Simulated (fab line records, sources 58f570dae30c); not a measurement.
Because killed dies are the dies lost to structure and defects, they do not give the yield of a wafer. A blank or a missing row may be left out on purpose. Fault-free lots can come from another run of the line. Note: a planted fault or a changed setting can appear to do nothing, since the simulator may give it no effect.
fab line records | flow berkeley-cmos170
record: lots: 14 | wafers: 42 | last-day: 13
route steps=331 shown PWELL@43
lots untouched by any fault: they come from a run of this same line in which no faults occurred
start-h: hours from the record's opening day to when the first of the lot's shown wafers began | wait-h: time in hours since the lot's previous step | " the same as in the row above | L1.1+2: several wafers, shown together as one row | - either no value or no given start | * or withheld: withheld | < > ~ a bound
route shown NAME@n: names a module that has steps shown in the file, with the first one's number in the route | usual: average and standard deviation across the fault-free wafers | same: alike in all rows | chamber/n: place in a boat | sites: readings site by site | _std_site: the standard deviation of these | _edge_site: the outer-site mean with the inner-site mean subtracted | radius-mm: how far each site lies from the wafer's centre | mask NAME#n: copy n | behind: tool/chamber where the wafer was last shaped | hold: reason for holding the lot/hours on hold/outcome of the hold | device: transistor that didn't switch, given as n, p or np | end of line: at the end of the route, the tests of the same wafers | a step with no rows: only its recipe | killed: not the wafer's yield, but the dies lost to structure and defects at the first sort | map: dies across one wafer; x = killed, . = not, _ = none there
set.NAME: the setting that was run; set.NAME@STEP: the one run at that earlier step | model.NAME: the simulator's own value behind a step, which no gauge read
steps of the route over a sample of lots; a table a step, a row a wafer
services: a tool's chamber out of use, with start hour (start-h, from the record's first day; less than 0 if before it), hours out, and reason
== steps ==
step: UCB170_PWELL_SOFTBAKE_09
recipe: resist: KrF | temp-c: 130 | time-s: 60
usual: heater-power-total-W: 56.81/0.043 | plate-temp-C: 130.00/0.15 | run-length-s: 89.14/0.26
lot.wafer | tool           | chamber | start-h | wait-h | heater-power-total-W | plate-temp-C | run-length-s
L952.3    | litho-track-04 | 0       | 43.43   | 0.1    | 56.82                | 130.00       | 89.12
L952.5    | "              | 0       | "       | "      | 56.78                | 130.06       | 88.86
L952.6    | "              | 0       | "       | "      | 56.77                | 129.86       | 88.85
L954.2    | litho-track-02 | 0       | 53.67   | 0.1    | 56.83                | 130.07       | 89.05
L954.3    | "              | 0       | "       | "      | 56.77                | 130.02       | 89.06
L954.5    | "              | 0       | "       | "      | 56.79                | 129.98       | 89.21
L955.1    | litho-track-01 | 0       | 57.19   | 0.1    | 56.83                | 129.57       | 89.32
L955.4    | "              | 0       | "       | "      | 56.81                | 129.83       | 89.28
L955.6    | "              | 0       | "       | "      | 56.79                | 129.68       | 89.50
L960.2    | litho-track-01 | 0       | 86.21   | 0.1    | 56.82                | 129.95       | 89.39
L960.3    | "              | 0       | "       | "      | 56.78                | 129.95       | 89.23
L960.6    | "              | 0       | "       | "      | 56.85                | 129.96       | 89.28
L961.1    | litho-track-04 | 0       | 86.33   | 0.1    | 58.09                | -            | 84.10
L961.5    | "              | 0       | "       | "      | 58.10                | -            | 84.37
L961.6    | "              | 0       | "       | "      | 58.08                | -            | 84.50
L963.1    | litho-track-04 | 0       | 102.18  | 0.1    | 58.11                | -            | 84.39
L963.3    | "              | 0       | "       | "      | 58.10                | -            | 84.19
L963.6    | "              | 0       | "       | "      | 58.03                | -            | 84.48
L966.3    | litho-track-02 | 0       | 111.73  | 0.1    | 56.77                | 130.00       | 88.90
L966.4    | "              | 0       | "       | "      | 56.73                | 130.07       | 89.00
L966.5    | "              | 0       | "       | "      | 56.87                | 130.11       | 89.08
L969.1    | litho-track-02 | 0       | 127.79  | 0.1    | 56.76                | 130.15       | 88.99
L969.4    | "              | 0       | "       | "      | 56.77                | 129.85       | 88.93
L969.6    | "              | 0       | "       | "      | 56.76                | 130.01       | 89.01
L968.2    | litho-track-02 | 0       | 134.26  | 0.1    | 56.86                | 130.05       | 89.08
L968.3    | "              | 0       | "       | "      | 56.88                | 129.98       | 89.09
L968.4    | "              | 0       | "       | "      | 56.93                | 129.94       | 89.10
L970.3    | litho-track-01 | 0       | 134.29  | 0.1    | 56.73                | 129.97       | 89.45
L970.4    | "              | 0       | "       | "      | 56.77                | 129.88       | 89.35
L970.6    | "              | 0       | "       | "      | 56.80                | 130.01       | 89.23
L971.2    | litho-track-01 | 0       | 142.06  | 0.1    | 56.84                | 130.07       | 89.37
L971.4    | "              | 0       | "       | "      | 56.80                | 130.03       | 89.45
L971.6    | "              | 0       | "       | "      | 56.84                | 130.09       | 89.42
L972.1    | litho-track-01 | 0       | 151.51  | 0.1    | 56.82                | 130.13       | 89.54
L972.2    | "              | 0       | "       | "      | 56.87                | 130.11       | 89.23
L972.4    | "              | 0       | "       | "      | 56.81                | 130.16       | 89.23
L973.1    | litho-track-01 | 0       | 158.08  | 0.1    | 56.78                | 130.07       | 89.46
L973.5    | "              | 0       | "       | "      | 56.78                | 130.22       | 89.53
L973.6    | "              | 0       | "       | "      | 56.77                | 130.11       | 89.38
L975.4    | litho-track-02 | 0       | 168.09  | 0.1    | 56.82                | 129.82       | 89.02
L975.5    | "              | 0       | "       | "      | 56.76                | 130.14       | 89.21
L975.6    | "              | 0       | "       | "      | 56.79                | 129.80       | 89.00
== services ==
tool           | chamber | start-h | hours | kind
litho-track-02 | -       | 105.43  | -     | consumable-replace:filter
== key ==
first-sign: step: UCB170_PWELL_SOFTBAKE_09 | reading: heater-power-total-W | direction: up | sigmas: 30 | usual: 56.81 | struck: 58.09
effect: step: UCB170_PWELL_SOFTBAKE_09 | reading: run-length-s | direction: down | sigmas: 18 | usual: * | struck: *
met-at UCB170_PWELL_SOFTBAKE_09
struck-lots L961,L963
tester-left-out L961,L963
onset-between 43.43 86.33
fault: kind: process-parameter-drift | tool: litho-track-04 | chamber: - | onset-h: 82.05 | steps: UCB170_PWELL_SOFTBAKE_09 | channel: time-s | offset: * | shape: step | end-h: 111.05 | acts-in: * | stated: *
tester-left-out: of these lots the tester's yield and bins aren't shown, on N5 and GAA mostly nor the transistor test; their killed dies are dies lost to structure and defects alone, not to doping, threshold or leakage, so they don't give the yield
